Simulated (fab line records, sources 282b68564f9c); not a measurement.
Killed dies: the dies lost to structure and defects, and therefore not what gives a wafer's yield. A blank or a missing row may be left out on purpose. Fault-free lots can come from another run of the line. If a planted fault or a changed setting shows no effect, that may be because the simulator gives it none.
The tool behind it: which one?	flow rit_cmos	13 lots, 39 wafers sampled, at 5 steps of a route of 202

WHAT THE GAUGES READ, wafer by wafer
RIT_ACTIVE_CD_MEAS_90 targets a cd of 1400 nm. Usual: cd_nm reads 1399.7 nm (standard deviation 2.5).
lot	measured	on	cd_nm (nm)	flag
L594	day 1 17:29	cd_sem-02	1398.7 1400.9 1398.7	
L595	day 2 01:46	cd_sem-02	1397.3 1397.5 1398.8	
L596	day 2 02:05	cd_sem-02	1394.2 1396.1 1393.7	
L597	day 2 06:32	cd_sem-02	1393.6 1394.7 1393.4	
L598	day 2 12:35	cd_sem-02	1399.8 1399.6 1398.8	
L599	day 2 16:14	cd_sem-02	1398.7 1397.9 1398.9	
L600	day 2 22:05	cd_sem-02	1402.2 1403.2 1399.9	
L602	day 3 07:01	cd_sem-02	1399.8 1401.3 1400.3	
L609	day 4 18:03	cd_sem-02	1397.4 1398.4 1397.7	
L610	day 5 00:02	cd_sem-01	1400.1 1403.1 1402.7	
L611	day 5 06:09	cd_sem-02	1397.6 1400.2 1399.9	
L612	day 5 09:16	cd_sem-01	1398.8 1399.7 1399.5	
L615	day 6 00:46	cd_sem-02	1399.3 1400.5 1400.1	

RIT_FOX2_THK_MEAS_91. Usual: FIELD_OXIDE_LEFT_2_THK 240 nm, standard deviation 6.9.
lot	measured	on	FIELD_OXIDE_LEFT_2_THK (nm)	flag
L594	day 2 16:17	film_metro-02	241 248 239	
L595	day 2 21:16	film_metro-01	242 237 247	
L596	day 2 22:02	film_metro-04	241 239 248	
L597	day 3 02:59	film_metro-02	235 234 233	
L598	day 3 05:31	film_metro-01	238 238 236	
L599	day 3 10:37	film_metro-01	244 245 244	
L600	day 3 16:31	film_metro-01	249 243 246	
L602	day 4 01:16	film_metro-01	238 245 241	
L609	day 5 14:33	film_metro-01	233 233 234	
L610	day 5 21:03	film_metro-01	243 240 242	
L611	day 5 23:04	film_metro-01	231 226 229	
L612	day 6 03:53	film_metro-01	238 239 246	
L615	day 6 18:14	film_metro-01	242 240 241	

RIT_SPACER_THK_MEAS_04. Usual: SPACER_NITRIDE_THK 250.1 nm, standard deviation 2.4.
lot	measured	on	SPACER_NITRIDE_THK (nm)	flag
L594	day 3 07:58	film_metro-03	249.1 248.2 249.2	
L595	day 3 14:20	film_metro-01	251.6 251.0 252.3	
L596	day 3 15:36	film_metro-04	246.4 245.2 246.4	
L597	day 3 20:08	film_metro-04	246.1 247.4 246.6	
L598	day 3 21:49	film_metro-04	250.3 250.6 253.4	
L599	day 4 00:38	film_metro-03	250.0 249.0 250.3	
L600	day 4 08:39	film_metro-03	251.0 250.4 250.5	
L602	day 4 16:31	film_metro-03	249.2 248.8 249.2	
L609	day 6 06:56	film_metro-04	349.7 351.5 352.0	OFF
L610	day 6 12:08	film_metro-03	251.8 251.2 250.7	
L611	day 6 14:04	film_metro-01	252.1 253.8 252.8	
L612	day 6 20:39	film_metro-04	255.3 252.0 253.7	
L615	day 7 08:59	film_metro-03	250.7 253.5 251.4	

EACH LOT AND THE TOOL THAT RAN IT (in order: tool; ch and the chambers of the sampled wafers; start)
lot	RIT_NWELL_STRIP_09	RIT_SPACER_CVD_03
L594	plasma_asher-02 ch 0,1, day 2 03:33	lpcvd-01 ch 0, day 3 06:03
L595	plasma_asher-02 ch 1, day 2 09:54	lpcvd-02 ch 0, day 3 12:26
L596	plasma_asher-01 ch 0,1, day 2 10:08	lpcvd-01 ch 0, day 3 13:41
L597	plasma_asher-04 ch 0,1, day 2 14:49	lpcvd-01 ch 1, day 3 18:11
L598	plasma_asher-02 ch 0,1, day 2 18:22	lpcvd-02 ch 1, day 3 18:57
L599	plasma_asher-04 ch 1, day 2 23:35	lpcvd-01 ch 0, day 3 22:44
L600	plasma_asher-01 ch 0, day 3 04:21	lpcvd-01 ch 1, day 4 06:44
L602	plasma_asher-04 ch 0,1, day 3 13:37	lpcvd-01 ch 0, day 4 14:35
L609	plasma_asher-02 ch 0,1, day 5 03:34	lpcvd-02 ch 0, day 6 05:00
L610	plasma_asher-02 ch 0,1, day 5 08:41	lpcvd-01 ch 1, day 6 10:13
L611	plasma_asher-01 ch 0,1, day 5 11:49	lpcvd-01 ch 0, day 6 12:08
L612	plasma_asher-04 ch 0,1, day 5 16:23	lpcvd-01 ch 0, day 6 18:43
L615	plasma_asher-02 ch 0,1, day 6 06:22	lpcvd-01 ch 0, day 7 07:04
- RIT_NWELL_STRIP_09: strips in O2, time 180 s.
- RIT_SPACER_CVD_03: deposits Si3N4 from SiH2Cl2/NH3, target thk 250 nm, time 3300 s.

AS READ BY THE TOOLS THEMSELVES (means over the sampled wafers that have a number; for cases with no such wafer, the mark the record gives instead)
RIT_NWELL_STRIP_09. Usual: drypump_motor_current_A reads 5.5 A (standard deviation 0.41).
lot	tool	drypump_motor_current_A (A)	flag
L594	plasma_asher-02	5.8	
L595	plasma_asher-02	6.1	
L596	plasma_asher-01	5.2	
L597	plasma_asher-04	5.4	
L598	plasma_asher-02	5.6	
L599	plasma_asher-04	5.2	
L600	plasma_asher-01	4.9	
L602	plasma_asher-04	5.4	
L609	plasma_asher-02	5.9	
L610	plasma_asher-02	5.6	
L611	plasma_asher-01	5.1	
L612	plasma_asher-04	5.4	
L615	plasma_asher-02	5.6	

RIT_SPACER_CVD_03. Usual: spike_tc_centre_C 812.2 C, standard deviation 1.2; spike_tc_load_C 832.8 C, standard deviation 1.8; spike_tc_source_C 831.5 C, standard deviation 2; zone_power_source_pct 19.3 %, standard deviation 0.43.
lot	tool	spike_tc_centre_C (C)	spike_tc_load_C (C)	spike_tc_source_C (C)	zone_power_source_pct (%)	flag
L594	lpcvd-01	813.0	831.6	832.7	18.8	
L595	lpcvd-02	811.7	831.0	829.3	19.9	
L596	lpcvd-01	812.0	830.3	832.5	19.0	
L597	lpcvd-01	812.1	835.5	828.0	19.4	
L598	lpcvd-02	810.6	834.9	833.2	19.7	
L599	lpcvd-01	812.5	832.2	832.2	18.9	
L600	lpcvd-01	811.3	834.1	830.1	19.2	
L602	lpcvd-01	813.4	832.7	832.4	19.0	
L609	lpcvd-02	832.6	853.5	849.1	21.1	OFF
L610	lpcvd-01	813.0	834.4	828.8	19.2	
L611	lpcvd-01	811.5	832.1	831.9	18.8	
L612	lpcvd-01	813.5	831.6	832.2	18.8	
L615	lpcvd-01	812.8	830.9	831.9	18.8	

THE ANSWER, worked out from the rows above alone
Rule: a lot is off if the mean of its wafers that have a number lies more than 3 standard deviations from the usual mean. Also off: a lot with no number at a reading for which 4 or more lots have one. Where the step has rows for the other lots, those lots are counted as sound. After the gauges, taken in route order, come the tools' own readings; for these a lot's mean is taken, as printed above. At the first step where some lot is off, the reading lying furthest off is the one used; lots without a number count as furthest.
Off: at RIT_SPACER_THK_MEAS_04 (SPACER_NITRIDE_THK), L609.
A tool fits if, at a process step before that reading, it ran every lot that is off, and no sound lot after the first of them. Not tried: the gauges at RIT_SPACER_THK_MEAS_04; whatever is off there is also off at RIT_SPACER_CVD_03, on other tools, and gauge error can't account for it. One candidate fits, namely lpcvd-02 at RIT_SPACER_CVD_03. Its last sound lot is L598 (day 3 18:57), its first lot that is off L609 (day 6 05:00): a fault that began between those two fits.
The tool's own readings at RIT_SPACER_CVD_03 bear it out: on the lots that are off they differ by more than 5 times the standard deviation of the sound lots' means. spike_tc_centre_C reads 832.6 C there against 812.3 C on the sound lots; spike_tc_load_C reads 853.5 C there against 832.6 C on the sound lots; spike_tc_source_C reads 849.1 C there against 831.3 C on the sound lots; zone_power_source_pct reads 21.1 % there against 19.1 % on the sound lots.

WHAT THE SIMULATOR PUT IN
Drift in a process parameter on lpcvd-02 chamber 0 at RIT_SPACER_CVD_03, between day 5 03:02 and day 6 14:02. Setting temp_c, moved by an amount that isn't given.
Lots struck among those shown: L609. Same finding as the rule above.
